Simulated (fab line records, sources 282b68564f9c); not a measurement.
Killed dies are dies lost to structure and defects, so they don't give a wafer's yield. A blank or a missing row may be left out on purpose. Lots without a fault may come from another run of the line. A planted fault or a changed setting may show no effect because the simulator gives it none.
One fault seen from 2 desks | flow rit_cmos | each desk has only its own numbers; what lay behind them comes last

THE TOOL OWNER'S DESK: implanter-02
The tool's own readings at RIT_NSD_IMPLANT_08: means of the sampled wafers that have a number, for each lot that ran on this tool. A lot is out of limits, marked OUT, if its mean lies more than 4 standard deviations from the usual mean; the brackets give that distance.
Columns: A = beam_on_s at RIT_NSD_IMPLANT_08, usual 10.02 s
lot  | first seen here | A
L575 | day 3 23:23     | 10.14
L586 | day 5 22:55     | 10.01
L590 | day 6 22:22     | 9.91
This desk's finding: nothing out of limits on any of the 3 lots.

THE METROLOGY DESK
What the gauges read, lot by lot, whatever tool the lot ran on: means of the sampled wafers that have a number. A lot is out of limits, marked OUT, if its mean lies more than 4 standard deviations from the usual mean; the brackets give that distance. Of its 11 readings 7 are shown: those that lie furthest out on some lot.
Columns: A = SPACER_NITRIDE_THK at RIT_SPACER_THK_MEAS_04, usual 248.7 nm; B = NSD_TW at RIT_NSD_TW_MEAS_10, usual 3121; C = PSD_OVL at RIT_PSD_OVL_MEAS_06, usual 0.1 nm; D = PSD_RS at RIT_SDANNEAL_RS_MEAS_04, usual 115.70 ohm/sq; E = PLDD_RS at RIT_SDANNEAL_RS_MEAS_06, usual 178.4 ohm/sq; F = NLDD_RS at RIT_SDANNEAL_RS_MEAS_07, usual 151.5 ohm/sq; G = SILICIDE_TI_THK at RIT_SILICIDE_THK_MEAS_03, usual 30.20 nm
lot  | first seen here | A     | B    | C    | D      | E     | F     | G
L575 | day 3 21:59     | 250.4 | 3131 | -1.3 | 116.00 | 179.2 | 151.1 | 30.51
L576 | day 4 01:10     | 246.0 | 3084 | -1.3 | 115.26 | 178.5 | 150.4 | 30.06
L586 | day 5 21:33     | 250.6 | 3080 | 1.5  | 115.42 | 177.8 | 151.2 | 30.12
L590 | day 6 20:59     | 251.9 | 3108 | 0.6  | 115.22 | 177.5 | 151.8 | 30.35
L592 | day 7 06:08     | 249.1 | 3117 | -1.0 | 115.83 | 178.0 | 152.4 | 29.95
L595 | day 7 19:40     | 245.0 | 3134 | 1.1  | 115.45 | 178.4 | 150.8 | 30.04
This desk's finding: nothing out of limits on any of the 6 lots.

PUT TOGETHER
The tool owner's desk saw nothing out of limits.
The metrology desk saw nothing out of limits.

WHAT THE SIMULATOR HAD PUT IN
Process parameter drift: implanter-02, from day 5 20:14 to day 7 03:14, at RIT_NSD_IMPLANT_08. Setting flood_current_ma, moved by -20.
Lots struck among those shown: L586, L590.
